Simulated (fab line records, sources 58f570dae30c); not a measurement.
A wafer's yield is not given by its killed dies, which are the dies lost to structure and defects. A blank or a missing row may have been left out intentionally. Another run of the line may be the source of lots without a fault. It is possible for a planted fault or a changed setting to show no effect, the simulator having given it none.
fab line records	flow berkeley-cmos170	part 1 of 2: steps 1 to 30 of 41
[record] lots = 5	wafers = 15	last-day = 11
route steps=331 shown SDANNEAL@204 PSD@206 NSD@207 PLDD@208 NLDD@209 SILICIDE@210 CONTACT@216 M1@238
lots that met no fault: from a run of the same line without faults
start-h: the number of hours between the record's first day and the start of the first shown wafer of the lot	wait-h: hours since the lot's step before	" as in the row above	L1.1+2: several wafers, shown together as one row	- either no value or no given start	* or withheld: withheld	< > ~ a bound
route shown NAME@n: names a module that has steps shown in the file, with the first one's number in the route	usual: mean and standard deviation over wafers with no fault	same: alike in all rows	chamber/n: place in a boat	sites: the reading at each site	_std_site: standard deviation across them	_edge_site: mean of outer sites minus mean of inner sites	radius-mm: for every site, how far away it sits from the centre of the wafer	mask NAME#n: copy n	behind: the last tool/chamber to shape the wafer	hold: the reason the lot was held/the length of the hold in hours/how it ended	device: the transistor (n, p or np) that didn't switch	end of line: the same wafers' tests at the end of the route	a step given without rows: its recipe and nothing more	killed: dies lost to structure and defects at the first sort, not the wafer's yield	map: the dies of a wafer, with x for killed, . for not killed, _ for no die there
set.NAME: the run value of the setting; set.NAME@STEP: its run value at that earlier step	model.NAME: the simulator's own value behind a step, which no gauge read
a table for each step, a row for each wafer; lots at some steps of the route
services: from which hour (start-h, from the record's first day; less than 0 if before it) a tool's chamber was out of use, for how many hours, and why
[[steps]]
[step UCB170_SDANNEAL_RTA_00]
[recipe] temp-c = 900	time-s = 10	ambient = N2
[usual] lamp-power-pct = 23.3/1	wafer_temp_C_max = 903.8/1.3
lot.wafer	tool	chamber	start-h	wait-h	lamp-power-pct	wafer_temp_C_max
L074.1	rtp-anneal-02	0	139.36	0.0	22.2	902.8
L074.2	"	0	"	"	22.3	902.8
L074.5	"	0	"	"	22.2	904.0
L076.1	rtp-anneal-02	0	139.59	0.0	22.2	902.4
L076.4	"	0	"	"	22.3	901.8
L076.6	"	0	"	"	22.3	902.9
L085.3	rtp-anneal-02	0	184.39	0.0	22.2	902.2
L085.4	"	0	"	"	22.2	902.5
L085.5	"	0	"	"	22.2	903.2
L089.2	rtp-anneal-02	0	206.98	0.0	22.2	903.5
L089.4	"	0	"	"	22.2	903.3
L089.5	"	0	"	"	22.2	902.8
L094.1	rtp-anneal-02	0	234.48	0.0	22.3	903.8
L094.4	"	0	"	"	22.3	903.2
L094.6	"	0	"	"	22.2	902.2
[step UCB170_SDANNEAL_RTA_01]
[recipe] temp-c = 1050	time-s = 5	ambient = N2
[usual] lamp-power-pct = 35.9/1.6	wafer_temp_C_max = 1054.5/1.4
lot.wafer	tool	chamber	start-h	wait-h	lamp-power-pct	wafer_temp_C_max
L074.1	rtp-anneal-02	0	139.43	0.1	34.3	1052.6
L074.2	"	0	"	"	34.3	1052.6
L074.5	"	0	"	"	34.4	1054.0
L076.1	rtp-anneal-02	0	139.66	0.1	34.4	1053.6
L076.4	"	0	"	"	34.3	1052.8
L076.6	"	0	"	"	34.3	1054.2
L085.3	rtp-anneal-02	0	184.46	0.1	34.3	1052.6
L085.4	"	0	"	"	34.3	1053.3
L085.5	"	0	"	"	34.3	1053.2
L089.2	rtp-anneal-02	0	207.05	0.1	34.4	1053.3
L089.4	"	0	"	"	34.4	1052.3
L089.5	"	0	"	"	34.4	1054.6
L094.1	rtp-anneal-02	0	234.55	0.1	34.3	1054.2
L094.4	"	0	"	"	34.4	1052.4
L094.6	"	0	"	"	34.4	1052.8
[step UCB170_SDANNEAL_RS_MEAS_02]
[recipe] thk-meas-gauge = four-point-probe
[usual] PSD_RS = 75.7/0.36
lot.wafer	tool	chamber	start-h	wait-h	PSD_RS[ohm/sq]
L074.1	film-metro-02	-	139.49	0.0	75.5
L074.2	"	-	"	"	75.3
L074.5	"	-	"	"	75.4
L076.1	film-metro-03	-	139.72	0.0	75.7
L076.4	"	-	"	"	75.8
L076.6	"	-	"	"	75.8
L085.3	film-metro-01	-	184.53	0.1	75.9
L085.4	"	-	"	"	75.7
L085.5	"	-	"	"	76.1
L089.2	film-metro-02	-	207.12	0.1	75.7
L089.4	"	-	"	"	75.7
L089.5	"	-	"	"	75.7
L094.1	film-metro-03	-	234.61	0.0	76.9
L094.4	"	-	"	"	76.2
L094.6	"	-	"	"	76.4
[step UCB170_SDANNEAL_RS_MEAS_03]
[recipe] thk-meas-gauge = four-point-probe
[usual] NSD_RS = 37.32/0.095
lot.wafer	tool	chamber	start-h	wait-h	NSD_RS[ohm/sq]
L074.1	film-metro-02	-	139.61	0.1	37.20
L074.2	"	-	"	"	37.20
L074.5	"	-	"	"	37.22
L076.1	film-metro-03	-	139.84	0.1	37.44
L076.4	"	-	"	"	37.27
L076.6	"	-	"	"	37.42
L085.3	film-metro-01	-	184.65	0.1	37.17
L085.4	"	-	"	"	37.29
L085.5	"	-	"	"	37.37
L089.2	film-metro-02	-	207.24	0.1	37.28
L089.4	"	-	"	"	37.26
L089.5	"	-	"	"	37.20
L094.1	film-metro-03	-	234.73	0.1	37.53
L094.4	"	-	"	"	37.50
L094.6	"	-	"	"	37.54
[step UCB170_SDANNEAL_RS_MEAS_04]
[recipe] thk-meas-gauge = four-point-probe
[usual] PLDD_RS = 1033/3.4
lot.wafer	tool	chamber	start-h	wait-h	PLDD_RS[ohm/sq]
L074.1	film-metro-02	-	139.73	0.1	1030
L074.2	"	-	"	"	1030
L074.5	"	-	"	"	1030
L076.1	film-metro-03	-	139.96	0.1	1034
L076.4	"	-	"	"	1034
L076.6	"	-	"	"	1035
L085.3	film-metro-01	-	184.77	0.1	1033
L085.4	"	-	"	"	1036
L085.5	"	-	"	"	1038
L089.2	film-metro-02	-	207.36	0.1	1027
L089.4	"	-	"	"	1029
L089.5	"	-	"	"	1030
L094.1	film-metro-03	-	234.85	0.1	1039
L094.4	"	-	"	"	1035
L094.6	"	-	"	"	1037
[step UCB170_SDANNEAL_RS_MEAS_05]
[recipe] thk-meas-gauge = four-point-probe
[usual] NLDD_RS = 617.5/1.5
lot.wafer	tool	chamber	start-h	wait-h	NLDD_RS[ohm/sq]
L074.1	film-metro-02	-	139.85	0.1	616.2
L074.2	"	-	"	"	618.7
L074.5	"	-	"	"	617.4
L076.1	film-metro-03	-	140.08	0.1	616.7
L076.4	"	-	"	"	618.5
L076.6	"	-	"	"	617.1
L085.3	film-metro-01	-	184.89	0.1	619.8
L085.4	"	-	"	"	619.1
L085.5	"	-	"	"	617.6
L089.2	film-metro-02	-	207.48	0.1	615.4
L089.4	"	-	"	"	617.3
L089.5	"	-	"	"	616.6
L094.1	film-metro-03	-	234.97	0.1	618.9
L094.4	"	-	"	"	619.1
L094.6	"	-	"	"	618.5
[step UCB170_SILICIDE_PRE_CLEAN_00]
[recipe] gas = Ar	preclean-etch-time-s = 60
lot.wafer	tool	chamber	start-h	wait-h
L074.1+2+5	pvd-sputter-03	-	139.97	0.1
L076.1+4+6	pvd-sputter-01	-	140.20	0.1
L085.3+4+5	pvd-sputter-01	-	184.97	0.1
L089.2+4+5	pvd-sputter-02	-	207.58	0.1
L094.1+4+6	pvd-sputter-02	-	235.09	0.1
[step UCB170_SILICIDE_SPUTTER_01]
[recipe] material = Ti	target-thk-nm = 30	time-s = 25	power-w = 1500	chamber-pressure-pa = 0.5
[usual] throttle-valve-pct = 30.2/0.87
lot.wafer	tool	chamber	start-h	wait-h	throttle-valve-pct
L074.1	pvd-sputter-03	-	140.03	0.0	31.4
L074.2	"	-	"	"	29.6
L074.5	"	-	"	"	28.3
L076.1	pvd-sputter-01	-	140.26	0.0	29.6
L076.4	"	-	"	"	30.1
L076.6	"	-	"	"	31.0
L085.3	pvd-sputter-01	-	185.04	0.0	29.8
L085.4	"	-	"	"	30.2
L085.5	"	-	"	"	29.9
L089.2	pvd-sputter-02	-	207.65	0.0	31.6
L089.4	"	-	"	"	29.8
L089.5	"	-	"	"	29.8
L094.1	pvd-sputter-02	-	235.15	0.0	29.9
L094.4	"	-	"	"	30.2
L094.6	"	-	"	"	29.9
[step UCB170_SILICIDE_RS_MEAS_02]
[recipe] thk-meas-gauge = four-point-probe	reads = Ti_of_SILICIDE_SPUTTER_01
[usual] SILICIDE_TI_RS = 26.1/0.42
lot.wafer	tool	chamber	start-h	wait-h	SILICIDE_TI_RS[ohm/sq]
L074.1	film-metro-04	-	140.06	0.0	26.7
L074.2	"	-	"	"	26.7
L074.5	"	-	"	"	26.4
L076.1	film-metro-04	-	140.30	0.0	26.6
L076.4	"	-	"	"	26.1
L076.6	"	-	"	"	25.8
L085.3	film-metro-04	-	185.11	0.1	26.5
L085.4	"	-	"	"	26.1
L085.5	"	-	"	"	26.7
L089.2	film-metro-01	-	207.70	0.0	26.0
L089.4	"	-	"	"	26.2
L089.5	"	-	"	"	25.2
L094.1	film-metro-03	-	235.21	0.0	25.5
L094.4	"	-	"	"	26.4
L094.6	"	-	"	"	26.2
[step UCB170_SILICIDE_THK_MEAS_03]
[recipe] thk-meas-gauge = xrf	reads = Ti_of_SILICIDE_SPUTTER_01
[usual] SILICIDE_TI_THK = 30.1/0.45
lot.wafer	tool	chamber	start-h	wait-h	SILICIDE_TI_THK[nm]
L074.1	film-metro-04	-	140.18	0.1	29.7
L074.2	"	-	"	"	29.6
L074.5	"	-	"	"	29.9
L076.1	film-metro-04	-	140.42	0.1	29.8
L076.4	"	-	"	"	30.1
L076.6	"	-	"	"	30.4
L085.3	film-metro-04	-	185.21	0.1	29.6
L085.4	"	-	"	"	30.2
L085.5	"	-	"	"	29.4
L089.2	film-metro-01	-	207.81	0.1	30.4
L089.4	"	-	"	"	30.2
L089.5	"	-	"	"	31.2
L094.1	film-metro-03	-	235.33	0.1	30.6
L094.4	"	-	"	"	29.8
L094.6	"	-	"	"	29.9
[step UCB170_SILICIDE_RTA_04]
[recipe] temp-c = 650	time-s = 15	ambient = N2
[usual] lamp-power-pct = 10.0/0.44	wafer_temp_C_max = 652.9/0.91
lot.wafer	tool	chamber	start-h	wait-h	lamp-power-pct	wafer_temp_C_max
L074.1	rtp-anneal-01	0	140.24	0.1	10.4	654.1
L074.2	"	0	"	"	10.4	653.4
L074.5	"	0	"	"	10.4	653.5
L076.1	rtp-anneal-02	0	140.48	0.1	9.5	652.5
L076.4	"	0	"	"	9.5	652.3
L076.6	"	0	"	"	9.5	652.7
L085.3	rtp-anneal-02	0	185.28	0.1	9.5	652.0
L085.4	"	0	"	"	9.5	651.7
L085.5	"	0	"	"	9.5	651.7
L089.2	rtp-anneal-01	0	207.87	0.1	10.4	655.7
L089.4	"	0	"	"	10.4	655.4
L089.5	"	0	"	"	10.4	654.5
L094.1	rtp-anneal-02	0	235.39	0.1	9.5	652.0
L094.4	"	0	"	"	9.5	652.2
L094.6	"	0	"	"	9.5	652.9
[step UCB170_SILICIDE_WET_ETCH_05]
[recipe] chemistry = SPM	time-s = 45	temp-c = 120	target = Ti
lot.wafer	tool	chamber	start-h	wait-h
L074.1+2+5	wet-bench-03	3	140.32	0.1
L076.1+4+6	wet-bench-01	2	140.55	0.1
L085.3+4+5	wet-bench-01	0	185.57	0.3
L089.2+4+5	wet-bench-03	3	208.06	0.2
L094.1+4+6	wet-bench-01	0	235.52	0.1
[step UCB170_CONTACT_CLEAN_00]
[recipe] chemistry = SPM	temp-c = 120	time-s = 600
lot.wafer	tool	chamber	start-h	wait-h
L074.1+2+5	wet-bench-02	0	140.34	0.0
L076.1+4+6	wet-bench-02	2	140.57	0.0
L085.3+4+5	wet-bench-01	0	185.76	0.1
L089.2+4+5	wet-bench-03	0	208.08	0.0
L094.1+4+6	wet-bench-01	1	235.56	0.0
[step UCB170_CONTACT_CVD_01]
[recipe] material = PSG	target-thk-nm = 700	temp-c = 450	precursor = SiH4/O2/PH3	time-s = 2820	pressure-mtorr = 300	sih4-flow-sccm = 60	o2-flow-sccm = 90	ph3-flow-sccm = 25
[usual] spike-tc-centre-C = 452.7/1.2
lot.wafer	tool	chamber	start-h	wait-h	spike-tc-centre-C
L074.1	lpcvd-01	0	141.76	1.2	453.1
L074.2	"	0	"	"	453.3
L074.5	"	0	"	"	451.3
L076.1	lpcvd-01	1	141.76	1.0	453.5
L076.4	"	1	"	"	451.1
L076.6	"	1	"	"	452.3
L085.3	lpcvd-02	1	186.39	0.2	453.9
L085.4	"	1	"	"	452.8
L085.5	"	1	"	"	451.9
L089.2	lpcvd-02	1	208.26	0.0	454.5
L089.4	"	1	"	"	452.6
L089.5	"	1	"	"	452.4
L094.1	lpcvd-01	0	235.75	0.0	455.6
L094.4	"	0	"	"	453.7
L094.6	"	0	"	"	451.3
[step UCB170_CONTACT_THK_MEAS_02]
[recipe] reads = PSG_of_CONTACT_CVD_01
[usual] CONTACT_PSG_THK = 697/6.4
lot.wafer	tool	chamber	start-h	wait-h	CONTACT_PSG_THK[nm]
L074.1	film-metro-02	-	143.55	0.0	694
L074.2	"	-	"	"	695
L074.5	"	-	"	"	689
L076.1	film-metro-04	-	143.55	0.0	699
L076.4	"	-	"	"	698
L076.6	"	-	"	"	696
L085.3	film-metro-01	-	188.19	0.0	696
L085.4	"	-	"	"	700
L085.5	"	-	"	"	698
L089.2	film-metro-01	-	210.05	0.0	704
L089.4	"	-	"	"	698
L089.5	"	-	"	"	700
L094.1	film-metro-02	-	237.53	0.0	692
L094.4	"	-	"	"	698
L094.6	"	-	"	"	702
[step UCB170_CONTACT_HMDS_03]
[recipe] prime-time-s = 60	prime-temp-c = 100
lot.wafer	tool	chamber	start-h	wait-h
L074.1+2+5	litho-track-02	0	143.61	0.1
L076.1+4+6	litho-track-01	0	143.83	0.3
L085.3+4+5	litho-track-01	0	188.28	0.1
L089.2+4+5	litho-track-03	0	210.13	0.1
L094.1+4+6	litho-track-03	0	237.59	0.1
[step UCB170_CONTACT_COAT_04]
[recipe] resist = KrF	spin-rpm = 1500	resist-thk-nm = 900
lot.wafer	tool	chamber	start-h	wait-h
L074.1+2+5	litho-track-02	0	143.76	0.1
L076.1+4+6	litho-track-01	0	143.98	0.1
L085.3+4+5	litho-track-01	0	188.43	0.1
L089.2+4+5	litho-track-03	0	210.28	0.1
L094.1+4+6	litho-track-03	0	237.74	0.1
[step UCB170_CONTACT_SOFTBAKE_05]
[recipe] resist = KrF	temp-c = 130	time-s = 60
lot.wafer	tool	chamber	start-h	wait-h
L074.1+2+5	litho-track-02	0	143.91	0.1
L076.1+4+6	litho-track-01	0	144.13	0.1
L085.3+4+5	litho-track-01	0	188.58	0.1
L089.2+4+5	litho-track-03	0	210.43	0.1
L094.1+4+6	litho-track-03	0	237.89	0.1
[step UCB170_CONTACT_STRIP_06]
[recipe] chemistry = O2	power-w = 400	pressure-mtorr = 3500	platen-temp-c = withheld	o2-flow-sccm = 400	overash-fraction = 0.5
[usual] drypump-motor-current-A = 5.7/0.57	oes-product-au = 0.734/0.0043	strip-time-to-endpoint-s = 21.98/0.056
lot.wafer	tool	chamber	start-h	wait-h	drypump-motor-current-A	oes-product-au	rf-hours-counter-h	strip-time-to-endpoint-s
L074.1	plasma-asher-04	1	144.06	0.1	6.3	0.729	45	21.90
L074.2	"	0	"	"	6.5	0.737	45	21.88
L074.5	"	1	"	"	6.3	0.741	-	21.92
L076.1	plasma-asher-02	1	144.28	0.1	5.3	0.737	45	22.00
L076.4	"	1	"	"	5.3	0.734	-	21.95
L076.6	"	0	"	"	5.5	0.734	-	21.99
L085.3	plasma-asher-04	0	188.71	0.1	6.4	0.732	-	22.00
L085.4	"	1	"	"	6.3	0.734	-	22.00
L085.5	"	1	"	"	6.3	0.732	-	22.01
L089.2	plasma-asher-02	0	210.55	0.1	5.5	0.742	50	22.06
L089.4	"	1	"	"	5.3	0.737	-	22.02
L089.5	"	0	"	"	5.6	0.733	-	21.98
L094.1	plasma-asher-01	1	238.04	0.1	5.9	0.738	14	22.00
L094.4	"	0	"	"	4.9	0.732	-	21.96
L094.6	"	1	"	"	5.9	0.734	-	22.01
[step UCB170_CONTACT_CLEAN_07]
[recipe] chemistry = SPM	temp-c = 120	time-s = 600
lot.wafer	tool	chamber	start-h	wait-h
L074.1+2+5	wet-bench-01	0	144.16	0.1
L076.1+4+6	wet-bench-01	3	144.51	0.2
L085.3+4+5	wet-bench-02	2	188.94	0.2
L089.2+4+5	wet-bench-03	0	210.65	0.1
L094.1+4+6	wet-bench-01	2	238.14	0.1
[step UCB170_CONTACT_RTA_08]
[recipe] temp-c = 900	time-s = 10	ambient = N2
[usual] lamp-power-pct = 23.3/1	wafer_temp_C_max = 903.8/1.3
lot.wafer	tool	chamber	start-h	wait-h	lamp-power-pct	wafer_temp_C_max
L074.1	rtp-anneal-01	0	144.33	0.0	24.3	904.2
L074.2	"	0	"	"	24.3	904.9
L074.5	"	0	"	"	24.3	905.5
L076.1	rtp-anneal-01	0	144.68	0.0	24.3	903.7
L076.4	"	0	"	"	24.3	906.0
L076.6	"	0	"	"	24.3	905.5
L085.3	rtp-anneal-02	0	189.15	0.0	22.2	903.3
L085.4	"	0	"	"	22.2	903.2
L085.5	"	0	"	"	22.2	901.9
L089.2	rtp-anneal-02	0	210.84	0.0	22.2	902.7
L089.4	"	0	"	"	22.3	902.9
L089.5	"	0	"	"	22.2	902.5
L094.1	rtp-anneal-02	0	238.33	0.0	22.2	902.2
L094.4	"	0	"	"	22.3	902.4
L094.6	"	0	"	"	22.2	903.0
[step UCB170_CONTACT_COAT_09]
[recipe] resist = BARC	temp-c = withheld	time-s = withheld	spin-rpm = 3000	resist-thk-nm = withheld
lot.wafer	tool	chamber	start-h	wait-h
L074.1+2+5	litho-track-03	0	144.51	0.2
L076.1+4+6	litho-track-02	0	144.96	0.3
L085.3+4+5	litho-track-03	0	189.24	0.1
L089.2+4+5	litho-track-02	0	210.92	0.1
L094.1+4+6	litho-track-03	0	238.49	0.1
[step UCB170_CONTACT_COAT_10]
[recipe] resist = KrF	spin-rpm = 1500	resist-thk-nm = 900
lot.wafer	tool	chamber	start-h	wait-h
L074.1+2+5	litho-track-03	0	-	-
L076.1+4+6	litho-track-02	0	-	-
L085.3+4+5	litho-track-03	0	-	-
L089.2+4+5	litho-track-02	0	-	-
L094.1+4+6	litho-track-03	0	-	-
[step UCB170_CONTACT_SOFTBAKE_11]
[recipe] resist = KrF	temp-c = 130	time-s = 60
lot.wafer	tool	chamber	start-h	wait-h
L074.1+2+5	litho-track-03	0	-	-
L076.1+4+6	litho-track-02	0	-	-
L085.3+4+5	litho-track-03	0	-	-
L089.2+4+5	litho-track-02	0	-	-
L094.1+4+6	litho-track-03	0	-	-
[step UCB170_CONTACT_EXPOSE_12]
[recipe] mask-id = CONT	target-cd-nm = 700	na = 0.5	sigma-outer = 0.6	source-shape = conventional	dose-mj = 35
[usual] focus-offset-nm = -0.1/0.58
lot.wafer	tool	chamber	start-h	wait-h	mask	focus-offset-nm
L074.1	krf-scanner-02	0	145.07	-	CONT#0	0.2
L074.2	"	0	"	"	CONT#0	-0.8
L074.5	"	0	"	"	CONT#0	-0.2
L076.1	krf-scanner-01	0	145.53	-	CONT#0	-0.6
L076.4	"	0	"	"	CONT#0	0.1
L076.6	"	0	"	"	CONT#0	-0.5
L085.3	krf-scanner-01	0	189.81	-	CONT#0	-0.2
L085.4	"	0	"	"	CONT#0	-0.7
L085.5	"	0	"	"	CONT#0	-0.4
L089.2	krf-scanner-02	0	211.36	-	CONT#0	0.1
L089.4	"	0	"	"	CONT#0	0.6
L089.5	"	0	"	"	CONT#0	-0.6
L094.1	krf-scanner-02	0	239.04	-	CONT#0	-1.5
L094.4	"	0	"	"	CONT#0	-0.6
L094.6	"	0	"	"	CONT#0	0.0
[step UCB170_CONTACT_PEB_13]
[recipe] peb-temp-c = 130	peb-time-s = withheld	resist = KrF
lot.wafer	tool	chamber	start-h	wait-h
L074.1+2+5	litho-track-03	0	145.26	0.2
L076.1+4+6	litho-track-01	0	145.65	0.1
L085.3+4+5	litho-track-03	0	190.14	0.3
L089.2+4+5	litho-track-01	0	211.81	0.4
L094.1+4+6	litho-track-03	0	239.22	0.2
[step UCB170_CONTACT_DEVELOP_14]
[recipe] developer = TMAH	develop-time-s = 45	resist = KrF	dev-temp-c = 21
lot.wafer	tool	chamber	start-h	wait-h
L074.1+2+5	litho-track-03	0	-	-
L076.1+4+6	litho-track-01	0	-	-
L085.3+4+5	litho-track-03	0	-	-
L089.2+4+5	litho-track-01	0	-	-
L094.1+4+6	litho-track-03	0	-	-
[step UCB170_CONTACT_CD_MEAS_15]
[recipe] target-cd-nm = 700
[usual] cd-nm = 699.8/1.4
lot.wafer	tool	chamber	start-h	wait-h	cd-nm
L074.1	cd-sem-01	-	145.54	-	698.8
L074.2	"	-	"	"	698.9
L074.5	"	-	"	"	699.2
L076.1	cd-sem-01	-	145.92	-	702.0
L076.4	"	-	"	"	702.1
L076.6	"	-	"	"	700.4
L085.3	cd-sem-01	-	190.41	-	699.8
L085.4	"	-	"	"	699.5
L085.5	"	-	"	"	700.3
L089.2	cd-sem-01	-	212.08	-	696.2
L089.4	"	-	"	"	696.3
L089.5	"	-	"	"	696.1
L094.1	cd-sem-01	-	239.49	-	698.9
L094.4	"	-	"	"	701.0
L094.6	"	-	"	"	699.8
[step UCB170_CONTACT_OVL_MEAS_16]
[usual] CONTACT_OVL = 3/4.5
lot.wafer	tool	chamber	start-h	wait-h	CONTACT_OVL[nm]
L074.1	overlay-02	-	145.66	0.1	1
L074.2	"	-	"	"	4
L074.5	"	-	"	"	3
L076.1	overlay-01	-	146.04	0.1	1
L076.4	"	-	"	"	7
L076.6	"	-	"	"	8
L085.3	overlay-01	-	190.50	0.1	6
L085.4	"	-	"	"	4
L085.5	"	-	"	"	9
L089.2	overlay-02	-	212.18	0.1	7
L089.4	"	-	"	"	9
L089.5	"	-	"	"	2
L094.1	overlay-02	-	239.61	0.1	-2
L094.4	"	-	"	"	0
L094.6	"	-	"	"	0
[step UCB170_CONTACT_ETCH_17]
[recipe] chemistry = N2/H2	target-depth-a = withheld	overetch-a = withheld	target = BARC	time-s = withheld	source-w = 500	bias-w = 100	pressure-mtorr = 30	n2-flow-sccm = 100	h2-flow-sccm = 200
[usual] drypump-motor-current-A = 5.8/0.45	oes-product-au = 1.006/0.023	throttle-valve-pct = 13.32/0.13
lot.wafer	tool	chamber	start-h	wait-h	drypump-motor-current-A	oes-product-au	throttle-valve-pct
L074.1	rie-diel-01	1	145.69	0.0	6.0	1.006	13.17
L074.2	"	2	"	"	6.3	0.974	13.38
L074.5	"	1	"	"	6.0	1.000	13.16
L076.1	rie-diel-02	2	146.08	0.0	6.2	1.034	13.22
L076.4	"	3	"	"	5.2	1.020	13.36
L076.6	"	3	"	"	5.2	1.016	13.38
L085.3	rie-diel-01	2	190.52	0.0	6.3	0.967	13.39
L085.4	"	3	"	"	4.9	1.038	13.26
L085.5	"	1	"	"	6.0	0.998	13.15
L089.2	rie-diel-02	2	212.21	0.0	6.2	1.040	13.23
L089.4	"	0	"	"	5.6	1.023	13.29
L089.5	"	2	"	"	6.2	1.040	13.23
L094.1	rie-diel-04	0	239.65	0.0	6.3	1.020	13.66
L094.4	"	2	"	"	5.8	1.013	13.30
L094.6	"	0	"	"	6.3	1.018	13.64
